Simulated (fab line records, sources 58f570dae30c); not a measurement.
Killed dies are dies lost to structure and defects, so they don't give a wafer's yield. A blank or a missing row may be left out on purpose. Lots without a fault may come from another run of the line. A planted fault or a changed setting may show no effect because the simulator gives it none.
Tool commonality check | flow berkeley_cmos170 | 14 lots, 48 wafers sampled

WHY IT WAS OPENED
At UCB170_ACTIVE_THK_MEAS_06 the reading ACTIVE_NITRIDE_THK is flagged on 2 of 14 lots. Wafers without a fault read 219.0 nm, standard deviation 2.1.
Rule: a lot is flagged when every wafer of it that has a number lies more than 4 standard deviations from that mean, or none has a number. The other lots count as sound.

lot  | measured    | on            | ACTIVE_NITRIDE_THK (nm), wafer by wafer | flag
L320 | day 4 05:11 | film_metro-03 | 223.7 223.2 223.6                       |
L321 | day 4 08:59 | film_metro-04 | 219.3 218.4 219.5                       |
L322 | day 4 08:59 | film_metro-02 | 217.7 217.2 217.2                       |
L323 | day 4 16:43 | film_metro-03 | 218.8 221.7 221.7                       |
L324 | day 4 16:44 | film_metro-02 | 219.8 219.1 219.0                       |
L325 | day 5 11:28 | film_metro-04 | 217.9 217.7 219.0                       |
L328 | day 5 14:46 | film_metro-02 | 217.8 220.7 220.9                       |
L327 | day 5 14:47 | film_metro-03 | 220.1 222.7 219.5                       |
L330 | day 6 02:02 | film_metro-04 | 221.2 219.7 220.7                       |
L331 | day 6 10:34 | film_metro-03 | 217.2 217.0 216.6                       |
L332 | day 6 10:35 | film_metro-04 | 221.3 223.4 222.4                       |
L335 | day 7 05:59 | film_metro-02 | 218.9 219.1 219.2                       |
L341 | day 8 13:08 | film_metro-03 | 184.1 186.2 185.8 184.0 186.4 186.3     | FLAGGED
L342 | day 8 18:44 | film_metro-02 | 186.5 185.9 185.4 186.5 185.7 185.4     | FLAGGED
The numbers of the flagged lots are 185.7 nm on average: -33.3 nm against the usual, or -16 standard deviations.

WHICH TOOL RAN EACH LOT
The record holds 1 process step before the reading, out of a route of 331 steps. In each cell: the tool, then ch and the chambers that the sampled wafers went through, then the start.
lot  | flag    | UCB170_ACTIVE_CVD_05
L320 |         | lpcvd-01 ch 0, day 4 03:13
L321 |         | lpcvd-01 ch 1, day 4 07:04
L322 |         | lpcvd-01 ch 1, day 4 07:04
L323 |         | lpcvd-01 ch 1, day 4 14:48
L324 |         | lpcvd-01 ch 0, day 4 14:48
L325 |         | lpcvd-01 ch 1, day 5 09:32
L328 |         | lpcvd-01 ch 0, day 5 12:52
L327 |         | lpcvd-01 ch 1, day 5 12:52
L330 |         | lpcvd-01 ch 0, day 6 00:07
L331 |         | lpcvd-01 ch 1, day 6 08:38
L332 |         | lpcvd-01 ch 1, day 6 08:38
L335 |         | lpcvd-02 ch 1, day 7 03:06
L341 | FLAGGED | lpcvd-02 ch 0, day 8 10:16
L342 | FLAGGED | lpcvd-02 ch 0, day 8 15:52
What these steps do:
- UCB170_ACTIVE_CVD_05: deposits Si3N4 from SiH2Cl2/NH3, target thk 220 nm, time 3300 s.
- UCB170_ACTIVE_THK_MEAS_06

FLAGGED OVER TOTAL, TOOL BY TOOL (the gauges that took the reading come last)
step                      | tool          | lots run | flagged | share of the flagged lots | sound lots run after its first flagged lot
UCB170_ACTIVE_CVD_05      | lpcvd-01      | 11       | 0       | none                      | -
UCB170_ACTIVE_CVD_05      | lpcvd-02      | 3        | 2       | all                       | 0
UCB170_ACTIVE_THK_MEAS_06 | film_metro-02 | 5        | 1       | some                      | 0
UCB170_ACTIVE_THK_MEAS_06 | film_metro-03 | 5        | 1       | some                      | 0
UCB170_ACTIVE_THK_MEAS_06 | film_metro-04 | 4        | 0       | none                      | -

WHAT THE TABLE ALLOWS
1 row of the table ran every flagged lot: lpcvd-02 at UCB170_ACTIVE_CVD_05.
- lpcvd-02 at UCB170_ACTIVE_CVD_05: 2 of its 3 lots flagged. Its last sound lot is L335 (day 7 03:06), its first flagged lot L341 (day 8 10:16): a fault that began between those two fits. Its own readings lie more than 4 standard deviations out on every wafer of the flagged lots: nh3_flow_sccm.
One tool is left: lpcvd-02 at UCB170_ACTIVE_CVD_05.

WHAT THE SIMULATOR HAD PUT IN
Process parameter drift: lpcvd-02, from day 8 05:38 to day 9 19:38, at UCB170_ACTIVE_CVD_05. Setting nh3_flow_sccm, moved by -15, from 75. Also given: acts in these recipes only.
Lots struck among those shown: L341, L342. The rule above found the same.
